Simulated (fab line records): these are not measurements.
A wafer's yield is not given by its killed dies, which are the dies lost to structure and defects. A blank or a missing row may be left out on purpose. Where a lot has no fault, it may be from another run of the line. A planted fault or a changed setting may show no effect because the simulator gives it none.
fab line records :: flow rit-cmos
record
  lots=14
  wafers=42
  last-day=7
route steps=202 shown CONTACT@168 M1@202
lots with no fault: from the same line, run without faults
start-h: the number of hours between the record's first day and the start of the first shown wafer of the lot :: wait-h: hours elapsed since this lot's preceding step :: " same as the row above :: L1.1+2: several wafers, shown together as one row :: - either no value or no given start :: * or withheld: withheld :: < > ~ a bound
route shown NAME@n: NAME is a module with steps in the file, n the number in the route of the first one :: usual: mean and standard deviation over wafers with no fault :: same: alike in all rows :: chamber/n: place in a boat :: sites: readings site by site :: _std_site: their standard deviation :: _edge_site: outer sites' mean less inner sites' :: radius-mm: for every site, how far away it sits from the centre of the wafer :: mask NAME#n: copy n :: behind: the last tool/chamber to shape the wafer :: hold: why the lot was held/for how many hours/how that ended :: device: names the non-switching transistor (n, p or np) :: end of line: tests of these same wafers at the route's end :: where a step has no rows: the recipe by itself :: killed: at the first sort, the dies lost to defects and structure; wafer yield is something else :: map: the dies of a wafer, with x for killed, . for not killed, _ for no die there
set.NAME: setting as actually run; set.NAME@STEP: the setting as run at that earlier step :: model.NAME: the simulator's own value behind a step, which no gauge read
the route's steps for a sample of lots (tables are steps, rows are wafers)
services: the hour from which a tool's chamber was out of use, counted from the record's first day as start-h (under 0 if before that day), plus the number of hours and why
## steps
# step RIT_CONTACT_CVD_00
# recipe
  material=SiO2
  target-thk-nm=400
  precursor=TEOS
  temp-c=390
  time-s=61
  rf-w=400
# usual
  heater-power-w=329/45
lot.wafer: L306.2
tool: pecvd-02
chamber: 1
start-h: 59.57
wait-h: 0.0
heater-power-w: 352

lot.wafer: L306.3
tool: pecvd-02
chamber: 2
start-h: 59.57
wait-h: 0.0
heater-power-w: 349

lot.wafer: L306.6
tool: pecvd-02
chamber: 2
start-h: 59.57
wait-h: 0.0
heater-power-w: 371

lot.wafer: L310.3
tool: pecvd-03
chamber: 2
start-h: 80.81
wait-h: 0.0
heater-power-w: 355

lot.wafer: L310.5
tool: pecvd-03
chamber: 2
start-h: 80.81
wait-h: 0.0
heater-power-w: 262

lot.wafer: L310.6
tool: pecvd-03
chamber: 1
start-h: 80.81
wait-h: 0.0
heater-power-w: 372

lot.wafer: L311.1
tool: pecvd-01
chamber: 0
start-h: 86.08
wait-h: 0.1
heater-power-w: 249

lot.wafer: L311.3
tool: pecvd-01
chamber: 2
start-h: 86.08
wait-h: 0.1
heater-power-w: 369

lot.wafer: L311.4
tool: pecvd-01
chamber: 2
start-h: 86.08
wait-h: 0.1
heater-power-w: 383

lot.wafer: L312.1
tool: pecvd-02
chamber: 1
start-h: 89.41
wait-h: 0.1
heater-power-w: 359

lot.wafer: L312.2
tool: pecvd-02
chamber: 2
start-h: 89.41
wait-h: 0.1
heater-power-w: 408

lot.wafer: L312.3
tool: pecvd-02
chamber: 0
start-h: 89.41
wait-h: 0.1
heater-power-w: 295

lot.wafer: L313.2
tool: pecvd-03
chamber: 0
start-h: 98.75
wait-h: 0.0
heater-power-w: 315

lot.wafer: L313.4
tool: pecvd-03
chamber: 1
start-h: 98.75
wait-h: 0.0
heater-power-w: 359

lot.wafer: L313.6
tool: pecvd-03
chamber: 2
start-h: 98.75
wait-h: 0.0
heater-power-w: 346

lot.wafer: L314.1
tool: pecvd-01
chamber: 1
start-h: 104.52
wait-h: 0.1
heater-power-w: 407

lot.wafer: L314.4
tool: pecvd-01
chamber: 0
start-h: 104.52
wait-h: 0.1
heater-power-w: 291

lot.wafer: L314.5
tool: pecvd-01
chamber: 0
start-h: 104.52
wait-h: 0.1
heater-power-w: 303

lot.wafer: L315.1
tool: pecvd-02
chamber: 1
start-h: 108.18
wait-h: 0.1
heater-power-w: 351

lot.wafer: L315.3
tool: pecvd-02
chamber: 0
start-h: 108.18
wait-h: 0.1
heater-power-w: 289

lot.wafer: L315.6
tool: pecvd-02
chamber: 0
start-h: 108.18
wait-h: 0.1
heater-power-w: 315

lot.wafer: L317.4
tool: pecvd-01
chamber: 2
start-h: 125.29
wait-h: 0.0
heater-power-w: 348

lot.wafer: L317.5
tool: pecvd-01
chamber: 0
start-h: 125.29
wait-h: 0.0
heater-power-w: 270

lot.wafer: L317.6
tool: pecvd-01
chamber: 1
start-h: 125.29
wait-h: 0.0
heater-power-w: 402

lot.wafer: L318.2
tool: pecvd-02
chamber: 0
start-h: 126.48
wait-h: 0.0
heater-power-w: 322

lot.wafer: L318.3
tool: pecvd-02
chamber: 2
start-h: 126.48
wait-h: 0.0
heater-power-w: 385

lot.wafer: L318.5
tool: pecvd-02
chamber: 0
start-h: 126.48
wait-h: 0.0
heater-power-w: 334

lot.wafer: L319.1
tool: pecvd-03
chamber: 2
start-h: 132.74
wait-h: 0.1
heater-power-w: 346

lot.wafer: L319.2
tool: pecvd-03
chamber: 0
start-h: 132.74
wait-h: 0.1
heater-power-w: 297

lot.wafer: L319.4
tool: pecvd-03
chamber: 2
start-h: 132.74
wait-h: 0.1
heater-power-w: 362

lot.wafer: L322.1
tool: pecvd-02
chamber: 0
start-h: 141.10
wait-h: 0.1
heater-power-w: 274

lot.wafer: L322.2
tool: pecvd-02
chamber: 1
start-h: 141.10
wait-h: 0.1
heater-power-w: 367

lot.wafer: L322.4
tool: pecvd-02
chamber: 0
start-h: 141.10
wait-h: 0.1
heater-power-w: 299

lot.wafer: L325.1
tool: pecvd-03
chamber: 1
start-h: 154.44
wait-h: 0.1
heater-power-w: 285

lot.wafer: L325.2
tool: pecvd-03
chamber: 0
start-h: 154.44
wait-h: 0.1
heater-power-w: 283

lot.wafer: L325.3
tool: pecvd-03
chamber: 2
start-h: 154.44
wait-h: 0.1
heater-power-w: 360

lot.wafer: L326.1
tool: pecvd-01
chamber: 0
start-h: 157.69
wait-h: 0.1
heater-power-w: 238

lot.wafer: L326.3
tool: pecvd-01
chamber: 2
start-h: 157.69
wait-h: 0.1
heater-power-w: 365

lot.wafer: L326.6
tool: pecvd-01
chamber: 2
start-h: 157.69
wait-h: 0.1
heater-power-w: 378

lot.wafer: L328.4
tool: pecvd-03
chamber: 1
start-h: 167.81
wait-h: 0.0
heater-power-w: 302

lot.wafer: L328.5
tool: pecvd-03
chamber: 0
start-h: 167.81
wait-h: 0.0
heater-power-w: 291

lot.wafer: L328.6
tool: pecvd-03
chamber: 2
start-h: 167.81
wait-h: 0.0
heater-power-w: 365
# step RIT_M1_PROBE_99
# usual
  killed_at_M0_to_M3=0.0/0.25
  killed-at-contacts=0.0/0.18
  killed-at-front-end=7/3.4
  killed-dies=7/3.4
  killed-on-rim=1.8/1.3
  killed-open=3.7/2.2
  killed-short=3.6/2.2
# same
  gross-dies=264
  killed_at_M4_up=0
  killed-at-back-side=0
  killed-at-other=0
lot.wafer: L306.2
tool: prober-01
chamber: -
start-h: 65.91
wait-h: 0.1
hold: -
killed_at_M0_to_M3: 0
killed-at-contacts: 0
killed-at-front-end: 2
killed-dies: 2
killed-on-rim: 1
killed-open: 2
killed-short: 0

lot.wafer: L306.3
tool: prober-01
chamber: -
start-h: 65.96
wait-h: 0.2
hold: -
killed_at_M0_to_M3: 0
killed-at-contacts: 1
killed-at-front-end: 2
killed-dies: 3
killed-on-rim: 1
killed-open: 2
killed-short: 1

lot.wafer: L306.6
tool: prober-01
chamber: -
start-h: 66.11
wait-h: 0.2
hold: -
killed_at_M0_to_M3: 0
killed-at-contacts: 0
killed-at-front-end: 4
killed-dies: 4
killed-on-rim: 1
killed-open: 3
killed-short: 1

lot.wafer: L310.3
tool: prober-01
chamber: -
start-h: 87.27
wait-h: 0.2
hold: -
killed_at_M0_to_M3: 0
killed-at-contacts: 0
killed-at-front-end: 6
killed-dies: 6
killed-on-rim: 2
killed-open: 2
killed-short: 4

lot.wafer: L310.5
tool: prober-01
chamber: -
start-h: 87.37
wait-h: 0.2
hold: -
killed_at_M0_to_M3: 0
killed-at-contacts: 0
killed-at-front-end: 6
killed-dies: 6
killed-on-rim: 1
killed-open: 4
killed-short: 2

lot.wafer: L310.6
tool: prober-01
chamber: -
start-h: 87.42
wait-h: 0.2
hold: -
killed_at_M0_to_M3: 1
killed-at-contacts: 0
killed-at-front-end: 4
killed-dies: 5
killed-on-rim: 1
killed-open: 2
killed-short: 3

lot.wafer: L311.1
tool: prober-02
chamber: -
start-h: 92.52
wait-h: 0.1
hold: -
killed_at_M0_to_M3: 0
killed-at-contacts: 0
killed-at-front-end: 5
killed-dies: 5
killed-on-rim: 2
killed-open: 3
killed-short: 2

lot.wafer: L311.3
tool: prober-02
chamber: -
start-h: 92.62
wait-h: 0.2
hold: -
killed_at_M0_to_M3: 0
killed-at-contacts: 0
killed-at-front-end: 8
killed-dies: 8
killed-on-rim: 3
killed-open: 4
killed-short: 4

lot.wafer: L311.4
tool: prober-02
chamber: -
start-h: 92.67
wait-h: 0.2
hold: -
killed_at_M0_to_M3: 0
killed-at-contacts: 0
killed-at-front-end: 8
killed-dies: 8
killed-on-rim: 2
killed-open: 5
killed-short: 3

lot.wafer: L312.1
tool: prober-01
chamber: -
start-h: 95.77
wait-h: 0.1
hold: -
killed_at_M0_to_M3: 0
killed-at-contacts: 0
killed-at-front-end: 15
killed-dies: 15
killed-on-rim: 6
killed-open: 11
killed-short: 4

lot.wafer: L312.2
tool: prober-01
chamber: -
start-h: 95.82
wait-h: 0.1
hold: -
killed_at_M0_to_M3: 0
killed-at-contacts: 0
killed-at-front-end: 5
killed-dies: 5
killed-on-rim: 1
killed-open: 4
killed-short: 1

lot.wafer: L312.3
tool: prober-01
chamber: -
start-h: 95.87
wait-h: 0.2
hold: -
killed_at_M0_to_M3: 0
killed-at-contacts: 0
killed-at-front-end: 8
killed-dies: 8
killed-on-rim: 2
killed-open: 4
killed-short: 4

lot.wafer: L313.2
tool: prober-02
chamber: -
start-h: 105.16
wait-h: 0.1
hold: -
killed_at_M0_to_M3: 0
killed-at-contacts: 0
killed-at-front-end: 7
killed-dies: 7
killed-on-rim: 1
killed-open: 2
killed-short: 4

lot.wafer: L313.4
tool: prober-02
chamber: -
start-h: 105.26
wait-h: 0.2
hold: -
killed_at_M0_to_M3: 0
killed-at-contacts: 0
killed-at-front-end: 11
killed-dies: 11
killed-on-rim: 3
killed-open: 3
killed-short: 8

lot.wafer: L313.6
tool: prober-02
chamber: -
start-h: 105.36
wait-h: 0.2
hold: -
killed_at_M0_to_M3: 0
killed-at-contacts: 1
killed-at-front-end: 4
killed-dies: 5
killed-on-rim: 1
killed-open: 1
killed-short: 3

lot.wafer: L314.1
tool: prober-01
chamber: -
start-h: 111.22
wait-h: 0.1
hold: -
killed_at_M0_to_M3: 0
killed-at-contacts: 0
killed-at-front-end: 5
killed-dies: 5
killed-on-rim: 0
killed-open: 2
killed-short: 3

lot.wafer: L314.4
tool: prober-01
chamber: -
start-h: 111.37
wait-h: 0.2
hold: -
killed_at_M0_to_M3: 0
killed-at-contacts: 0
killed-at-front-end: 1
killed-dies: 1
killed-on-rim: 1
killed-open: 1
killed-short: 0

lot.wafer: L314.5
tool: prober-01
chamber: -
start-h: 111.42
wait-h: 0.2
hold: -
killed_at_M0_to_M3: 0
killed-at-contacts: 0
killed-at-front-end: 5
killed-dies: 5
killed-on-rim: 1
killed-open: 2
killed-short: 3

lot.wafer: L315.1
tool: prober-02
chamber: -
start-h: 114.48
wait-h: 0.1
hold: -
killed_at_M0_to_M3: 0
killed-at-contacts: 0
killed-at-front-end: 8
killed-dies: 8
killed-on-rim: 2
killed-open: 7
killed-short: 1

lot.wafer: L315.3
tool: prober-02
chamber: -
start-h: 114.58
wait-h: 0.2
hold: -
killed_at_M0_to_M3: 0
killed-at-contacts: 0
killed-at-front-end: 8
killed-dies: 8
killed-on-rim: 4
killed-open: 4
killed-short: 4

lot.wafer: L315.6
tool: prober-02
chamber: -
start-h: 114.73
wait-h: 0.2
hold: -
killed_at_M0_to_M3: 0
killed-at-contacts: 0
killed-at-front-end: 10
killed-dies: 10
killed-on-rim: 3
killed-open: 6
killed-short: 4

lot.wafer: L317.4
tool: prober-02
chamber: -
start-h: 131.86
wait-h: 0.2
hold: -
killed_at_M0_to_M3: 0
killed-at-contacts: 0
killed-at-front-end: 5
killed-dies: 5
killed-on-rim: 0
killed-open: 4
killed-short: 1

lot.wafer: L317.5
tool: prober-02
chamber: -
start-h: 131.91
wait-h: 0.2
hold: -
killed_at_M0_to_M3: 0
killed-at-contacts: 0
killed-at-front-end: 11
killed-dies: 11
killed-on-rim: 4
killed-open: 5
killed-short: 6

lot.wafer: L317.6
tool: prober-02
chamber: -
start-h: 131.96
wait-h: 0.2
hold: -
killed_at_M0_to_M3: 0
killed-at-contacts: 0
killed-at-front-end: 5
killed-dies: 5
killed-on-rim: 2
killed-open: 1
killed-short: 4

lot.wafer: L318.2
tool: prober-01
chamber: -
start-h: 133.26
wait-h: 0.1
hold: await-dispo/4.3h/release
killed_at_M0_to_M3: 0
killed-at-contacts: 22
killed-at-front-end: 5
killed-dies: 27
killed-on-rim: 10
killed-open: 0
killed-short: 5

lot.wafer: L318.3
tool: prober-01
chamber: -
start-h: 133.31
wait-h: 0.2
hold: await-dispo/4.3h/release
killed_at_M0_to_M3: 0
killed-at-contacts: 0
killed-at-front-end: 5
killed-dies: 5
killed-on-rim: 1
killed-open: 2
killed-short: 3

lot.wafer: L318.5
tool: prober-01
chamber: -
start-h: 133.41
wait-h: 0.2
hold: await-dispo/4.3h/release
killed_at_M0_to_M3: 0
killed-at-contacts: 22
killed-at-front-end: 10
killed-dies: 32
killed-on-rim: 10
killed-open: 4
killed-short: 6

lot.wafer: L319.1
tool: prober-02
chamber: -
start-h: 139.35
wait-h: 0.1
hold: -
killed_at_M0_to_M3: 0
killed-at-contacts: 0
killed-at-front-end: 13
killed-dies: 13
killed-on-rim: 4
killed-open: 5
killed-short: 8

lot.wafer: L319.2
tool: prober-02
chamber: -
start-h: 139.40
wait-h: 0.1
hold: -
killed_at_M0_to_M3: 0
killed-at-contacts: 0
killed-at-front-end: 9
killed-dies: 9
killed-on-rim: 2
killed-open: 7
killed-short: 2

lot.wafer: L319.4
tool: prober-02
chamber: -
start-h: 139.50
wait-h: 0.2
hold: -
killed_at_M0_to_M3: 0
killed-at-contacts: 0
killed-at-front-end: 7
killed-dies: 7
killed-on-rim: 1
killed-open: 0
killed-short: 7

lot.wafer: L322.1
tool: prober-02
chamber: -
start-h: 147.49
wait-h: 0.1
hold: await-dispo/9.9h/release
killed_at_M0_to_M3: 0
killed-at-contacts: 25
killed-at-front-end: 7
killed-dies: 32
killed-on-rim: 11
killed-open: 2
killed-short: 5

lot.wafer: L322.2
tool: prober-02
chamber: -
start-h: 147.54
wait-h: 0.1
hold: await-dispo/9.9h/release
killed_at_M0_to_M3: 0
killed-at-contacts: 0
killed-at-front-end: 8
killed-dies: 8
killed-on-rim: 2
killed-open: 4
killed-short: 4

lot.wafer: L322.4
tool: prober-02
chamber: -
start-h: 147.64
wait-h: 0.2
hold: await-dispo/9.9h/release
killed_at_M0_to_M3: 0
killed-at-contacts: 22
killed-at-front-end: 3
killed-dies: 25
killed-on-rim: 7
killed-open: 0
killed-short: 3

lot.wafer: L325.1
tool: prober-02
chamber: -
start-h: 160.92
wait-h: 0.1
hold: -
killed_at_M0_to_M3: 0
killed-at-contacts: 0
killed-at-front-end: 8
killed-dies: 8
killed-on-rim: 3
killed-open: 3
killed-short: 5

lot.wafer: L325.2
tool: prober-02
chamber: -
start-h: 160.97
wait-h: 0.1
hold: -
killed_at_M0_to_M3: 0
killed-at-contacts: 0
killed-at-front-end: 6
killed-dies: 6
killed-on-rim: 4
killed-open: 1
killed-short: 5

lot.wafer: L325.3
tool: prober-02
chamber: -
start-h: 161.02
wait-h: 0.2
hold: -
killed_at_M0_to_M3: 0
killed-at-contacts: 0
killed-at-front-end: 4
killed-dies: 4
killed-on-rim: 1
killed-open: 1
killed-short: 3

lot.wafer: L326.1
tool: prober-01
chamber: -
start-h: 164.06
wait-h: 0.1
hold: -
killed_at_M0_to_M3: 0
killed-at-contacts: 0
killed-at-front-end: 5
killed-dies: 5
killed-on-rim: 0
killed-open: 3
killed-short: 2

lot.wafer: L326.3
tool: prober-01
chamber: -
start-h: 164.16
wait-h: 0.2
hold: -
killed_at_M0_to_M3: 0
killed-at-contacts: 0
killed-at-front-end: 6
killed-dies: 6
killed-on-rim: 1
killed-open: 3
killed-short: 3

lot.wafer: L326.6
tool: prober-01
chamber: -
start-h: 164.31
wait-h: 0.2
hold: -
killed_at_M0_to_M3: 0
killed-at-contacts: 0
killed-at-front-end: 0
killed-dies: 0
killed-on-rim: 0
killed-open: 0
killed-short: 0

lot.wafer: L328.4
tool: prober-01
chamber: -
start-h: 174.17
wait-h: 0.2
hold: -
killed_at_M0_to_M3: 0
killed-at-contacts: 0
killed-at-front-end: 9
killed-dies: 9
killed-on-rim: 2
killed-open: 3
killed-short: 6

lot.wafer: L328.5
tool: prober-01
chamber: -
start-h: 174.22
wait-h: 0.2
hold: -
killed_at_M0_to_M3: 0
killed-at-contacts: 0
killed-at-front-end: 13
killed-dies: 13
killed-on-rim: 4
killed-open: 7
killed-short: 6

lot.wafer: L328.6
tool: prober-01
chamber: -
start-h: 174.27
wait-h: 0.2
hold: -
killed_at_M0_to_M3: 0
killed-at-contacts: 0
killed-at-front-end: 4
killed-dies: 4
killed-on-rim: 1
killed-open: 2
killed-short: 2
# killed by level:class
L306.2 REOX:geometric-particle:open=1 SPACER:geometric-particle:open=1
L306.3 GATE:geometric-particle:short=1 GATE:geometric-particle:open=1 CONTACT:geometric-particle:open=1
L306.6 SILICIDE:geometric-particle:open=2 GATE:geometric-particle:open=1 SILICIDE:geometric-particle:short=1
L310.3 FOX2:geometric-particle:short=2 GATE:geometric-particle:short=2 GATE:geometric-particle:open=1 SILICIDE:geometric-particle:open=1
L310.5 GATE:geometric-particle:open=3 ACTIVE:geometric-particle:short=1 FOX1:geometric-particle:open=1 FOX1:geometric-particle:short=1
L310.6 GATE:geometric-particle:short=2 FOX1:geometric-particle:open=1 GATE:geometric-particle:open=1 M1:geometric-particle:short=1
L311.1 GATE:geometric-particle:open=2 FOX1:geometric-particle:short=1 FOX1:geometric-particle:open=1 SILICIDE:geometric-particle:short=1
L311.3 GATE:geometric-particle:open=3 GATE:geometric-particle:short=2 REOX:geometric-particle:short=1 REOX:geometric-particle:open=1 SPACER:geometric-particle:short=1
L311.4 GATE:geometric-particle:open=2 FOX1:geometric-particle:short=1 FOX1:geometric-particle:open=1 SPACER:geometric-particle:short=1 SPACER:geometric-particle:open=1 SILICIDE:geometric-particle:open=1 SILICIDE:geometric-particle:short=1
L312.1 GATE:geometric-particle:open=4 GATE:geometric-particle:short=3 SPACER:geometric-particle:open=3 REOX:geometric-particle:open=2 FOX2:geometric-particle:open=1 REOX:geometric-particle:short=1 SILICIDE:geometric-particle:open=1
L312.2 REOX:geometric-particle:open=2 FOX1:geometric-particle:open=1 GATE:geometric-particle:open=1 GATE:geometric-particle:short=1
L312.3 FOX1:geometric-particle:short=1 FOX2:geometric-particle:short=1 FOX2:geometric-particle:open=1 GATE:geometric-particle:open=1 GATE:geometric-particle:short=1 SPACER:geometric-particle:open=1 SILICIDE:geometric-particle:open=1 SILICIDE:geometric-particle:short=1
L313.2 GATE:geometric-particle:open=2 SPACER:geometric-particle:short=2 GATE:geometric-particle:short=1 SILICIDE:geometric-particle:short=1 NSD:coat-microbubble-printed=1
L313.4 GATE:geometric-particle:short=6 FOX1:geometric-particle:short=2 GATE:geometric-particle:open=2 FOX1:geometric-particle:open=1
L313.6 GATE:geometric-particle:open=1 GATE:geometric-particle:short=1 SPACER:geometric-particle:short=1 CONTACT:geometric-particle:short=1 NSD:coat-microbubble-printed=1
L314.1 GATE:geometric-particle:short=2 FOX1:geometric-particle:short=1 GATE:geometric-particle:open=1 SILICIDE:geometric-particle:open=1
L314.4 FOX2:geometric-particle:open=1
L314.5 FOX1:geometric-particle:short=1 FOX1:geometric-particle:open=1 GATE:geometric-particle:short=1 GATE:geometric-particle:open=1 REOX:geometric-particle:short=1
L315.1 SILICIDE:geometric-particle:open=3 ACTIVE:geometric-particle:open=1 FOX1:geometric-particle:open=1 GATE:geometric-particle:open=1 SPACER:geometric-particle:open=1 SPACER:geometric-particle:short=1
L315.3 SPACER:geometric-particle:open=3 FOX1:geometric-particle:short=2 REOX:geometric-particle:short=2 GATE:geometric-particle:open=1
L315.6 GATE:geometric-particle:open=3 GATE:geometric-particle:short=2 SPACER:geometric-particle:open=2 FOX1:geometric-particle:short=1 REOX:geometric-particle:open=1 SPACER:geometric-particle:short=1
L317.4 GATE:geometric-particle:open=2 SPACER:geometric-particle:open=2 FOX1:geometric-particle:short=1
L317.5 GATE:geometric-particle:short=3 FOX1:geometric-particle:short=2 GATE:geometric-particle:open=2 SPACER:geometric-particle:open=2 FOX2:geometric-particle:short=1 FOX2:geometric-particle:open=1
L317.6 GATE:geometric-particle:short=3 FOX2:geometric-particle:short=1 REOX:geometric-particle:open=1
L318.2 CONTACT:unspecified=22 GATE:geometric-particle:short=2 FOX1:geometric-particle:short=1 SPACER:geometric-particle:short=1 SILICIDE:geometric-particle:short=1
L318.3 FOX1:geometric-particle:short=1 GATE:geometric-particle:short=1 GATE:geometric-particle:open=1 REOX:geometric-particle:open=1 SILICIDE:geometric-particle:short=1
L318.5 CONTACT:unspecified=22 GATE:geometric-particle:open=2 SPACER:geometric-particle:short=2 FOX1:geometric-particle:short=1 FOX1:geometric-particle:open=1 GATE:geometric-particle:short=1 REOX:geometric-particle:open=1 REOX:geometric-particle:short=1
L319.1 REOX:geometric-particle:short=4 FOX2:geometric-particle:open=2 SILICIDE:geometric-particle:short=2 FOX1:geometric-particle:open=1 FOX1:geometric-particle:short=1 GATE:geometric-particle:open=1 GATE:geometric-particle:short=1 SPACER:geometric-particle:open=1
L319.2 GATE:geometric-particle:open=3 FOX1:geometric-particle:short=2 SILICIDE:geometric-particle:open=2 FOX1:geometric-particle:open=1 REOX:geometric-particle:open=1
L319.4 FOX1:geometric-particle:short=3 GATE:geometric-particle:short=2 REOX:geometric-particle:short=1 SPACER:geometric-particle:short=1
L322.1 CONTACT:unspecified=25 SILICIDE:geometric-particle:short=3 SILICIDE:geometric-particle:open=2 SPACER:geometric-particle:short=2
L322.2 GATE:geometric-particle:open=2 SPACER:geometric-particle:short=2 GATE:geometric-particle:short=1 REOX:geometric-particle:short=1 SPACER:geometric-particle:open=1 SILICIDE:geometric-particle:open=1
L322.4 CONTACT:unspecified=22 GATE:geometric-particle:short=2 SILICIDE:geometric-particle:short=1
L325.1 FOX2:geometric-particle:short=3 SPACER:geometric-particle:open=2 REOX:geometric-particle:open=1 REOX:geometric-particle:short=1 SPACER:geometric-particle:short=1
L325.2 SPACER:geometric-particle:short=3 REOX:geometric-particle:open=1 REOX:geometric-particle:short=1 SILICIDE:geometric-particle:short=1
L325.3 FOX1:geometric-particle:short=1 GATE:geometric-particle:short=1 REOX:geometric-particle:open=1 SPACER:geometric-particle:short=1
L326.1 SPACER:geometric-particle:open=2 FOX1:geometric-particle:open=1 FOX1:geometric-particle:short=1 GATE:geometric-particle:short=1
L326.3 FOX1:geometric-particle:open=1 FOX2:geometric-particle:short=1 GATE:geometric-particle:open=1 GATE:geometric-particle:short=1 SPACER:geometric-particle:open=1 SPACER:geometric-particle:short=1
L328.4 GATE:geometric-particle:short=4 GATE:geometric-particle:open=2 REOX:geometric-particle:open=1 SPACER:geometric-particle:short=1 SILICIDE:geometric-particle:short=1
L328.5 GATE:geometric-particle:open=3 GATE:geometric-particle:short=3 SILICIDE:geometric-particle:open=2 FOX2:geometric-particle:open=1 FOX2:geometric-particle:short=1 REOX:geometric-particle:short=1 REOX:geometric-particle:open=1 SPACER:geometric-particle:short=1
L328.6 FOX2:geometric-particle:short=1 GATE:geometric-particle:open=1 REOX:geometric-particle:open=1 SILICIDE:geometric-particle:short=1
## services
tool: pecvd-02
chamber: 1
start-h: 42.59
hours: 12.5
kind: repair

tool: pecvd-01
chamber: -
start-h: 81.00
hours: 2.8
kind: pm

tool: pecvd-01
chamber: 2
start-h: 88.72
hours: 18.3
kind: repair

tool: pecvd-02
chamber: -
start-h: 90.73
hours: 1.0
kind: repair

tool: pecvd-01
chamber: -
start-h: 163.40
hours: 2.9
kind: repair
## key
first-sign
  step=RIT_M1_PROBE_99
  reading=killed-at-contacts
  direction=up
  sigmas=23
  usual=0.0
  struck=22.8
effect
  step=RIT_M1_PROBE_99
  reading=killed-dies
  direction=up
  sigmas=6.3
  usual=7
  struck=29
met-at RIT_CONTACT_CVD_00
struck-lots L318,L322
struck-wafers L318.2,L318.5,L322.1,L322.4
tester-left-out L318,L322
onset-between 108.18 126.48
fault
  kind=chamber-particle-source
  tool=pecvd-02
  chamber=0
  onset-h=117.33
  steps=RIT_CONTACT_CVD_00
  rate-per-visit-cm2=0.77159
  end-h=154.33
# tester-left-out: of these lots the tester's yield and bins aren't shown, on N5 and GAA mostly nor the transistor test; their killed dies are dies lost to structure and defects alone, not to doping, threshold or leakage, so they don't give the yield
